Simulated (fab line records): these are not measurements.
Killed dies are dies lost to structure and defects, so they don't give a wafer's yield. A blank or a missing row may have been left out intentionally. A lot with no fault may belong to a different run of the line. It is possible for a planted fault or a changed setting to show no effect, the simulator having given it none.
Split-lot trial | flow rit-cmos | 5 lots, 23 wafers read, on a route of 202 steps

THE SPLIT
At RIT_PWELL_IMPLANT_08, the setting dose-cm2 was moved away from the recipe's 7e+13 on 9 of the 23 wafers read, by -4.0% to +2.9%. The other wafers ran this setting at the recipe's value.

FROM THE SPLIT TO THE READING: what the file shows between them, 2 steps
- RIT_PWELL_STRIP_09: strips in O2, time 180 s
- RIT_WELLDRIVE_ANNEAL_00: time 14700 s

THE READING
PWELL_RS, in ohm/sq, at RIT_WELLDRIVE_RS_MEAS_02 (measures by four-point-probe). On this fab line, fault-free wafers typically give 429.9 ohm/sq with a standard deviation of 1 ohm/sq.

wafer  | tool, chamber at the split | dose-cm2 as run | against the recipe | PWELL_RS, ohm/sq | against lot-mates on the recipe
L075.1 | implanter-03, 0            | 6.83e+13        | -2.4%              | 437.5            | +6.7
L075.2 | implanter-03, 0            | 7e+13           | recipe             | 430.3            | -
L075.3 | implanter-03, 0            | 7e+13           | recipe             | 430.5            | -
L075.4 | implanter-03, 0            | 7e+13           | recipe             | 431.7            | -
L075.6 | implanter-03, 0            | 6.83e+13        | -2.4%              | 438.0            | +7.2
L078.1 | implanter-04, 0            | 6.754e+13       | -3.5%              | 440.2            | +11.0
L078.2 | implanter-04, 0            | 7e+13           | recipe             | 427.9            | -
L078.4 | implanter-04, 0            | 6.754e+13       | -3.5%              | 440.2            | +11.0
L078.5 | implanter-04, 0            | 7e+13           | recipe             | 430.1            | -
L078.6 | implanter-04, 0            | 7e+13           | recipe             | 429.5            | -
L079.1 | implanter-03, 0            | 7e+13           | recipe             | 431.4            | -
L079.3 | implanter-03, 0            | 7e+13           | recipe             | 431.3            | -
L079.6 | implanter-03, 0            | 7e+13           | recipe             | 430.1            | -
L082.1 | implanter-03, 0            | 7.2e+13         | +2.9%              | 423.4            | -7.2
L082.2 | implanter-03, 0            | 7.2e+13         | +2.9%              | 423.1            | -7.4
L082.4 | implanter-03, 0            | 7e+13           | recipe             | 430.6            | -
L082.5 | implanter-03, 0            | 7e+13           | recipe             | 430.5            | -
L082.6 | implanter-03, 0            | 7.2e+13         | +2.9%              | 422.6            | -7.9
L084.1 | implanter-03, 0            | 6.718e+13       | -4.0%              | 442.8            | +11.3
L084.2 | implanter-03, 0            | 6.718e+13       | -4.0%              | 441.8            | +10.3
L084.3 | implanter-03, 0            | 7e+13           | recipe             | 431.7            | -
L084.4 | implanter-03, 0            | 7e+13           | recipe             | 432.1            | -
L084.5 | implanter-03, 0            | 7e+13           | recipe             | 430.7            | -

THE FIT
A straight line over all 23 wafers: PWELL_RS changes by -2.78 ohm/sq for each +1% of dose-cm2; r = -0.99; the points scatter about the line by 0.9 ohm/sq.
The same after taking each lot's own level away (the mean of its wafers on the recipe; 23 wafers): -2.79 ohm/sq for each +1%; r = -0.99; scatter 0.7 ohm/sq.
According to that fit, moving dose-cm2 by its largest amount changes the reading by 11 ohm/sq.
The lots' own levels span 429.17 to 431.50 ohm/sq, that is 2.3 times the standard deviation above.
Hence the lot-to-lot level has little effect on the slope; both slopes agree.
Check: for one of the wafers moved furthest among these (-4.0%), held out of the fit, the line's prediction against its lot-mates is +11.4 ohm/sq. Against them it came out at +11.3 ohm/sq.

ADDITIONAL SPLITS CARRIED BY THESE WAFERS
Note: prior to the reading, these wafers also went through further splits. Each is held against what the fit with the lots' levels taken away leaves over:
other split on the same wafers      | wafers away from the commonest value | r with PWELL_RS (lot level and that fit taken away)
RIT_ACTIVE_CVD_03 sih2cl2-flow-sccm | 15                                   | -0.14
RIT_ACTIVE_COAT_06 spin-rpm         | 8                                    | -0.27
RIT_ACTIVE_DEVELOP_10 dev-temp-c    | 9                                    | +0.15

FILE'S OWN FIT
PWELL_RS changes by -2.83 ohm/sq for each +1% of dose-cm2, r = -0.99.
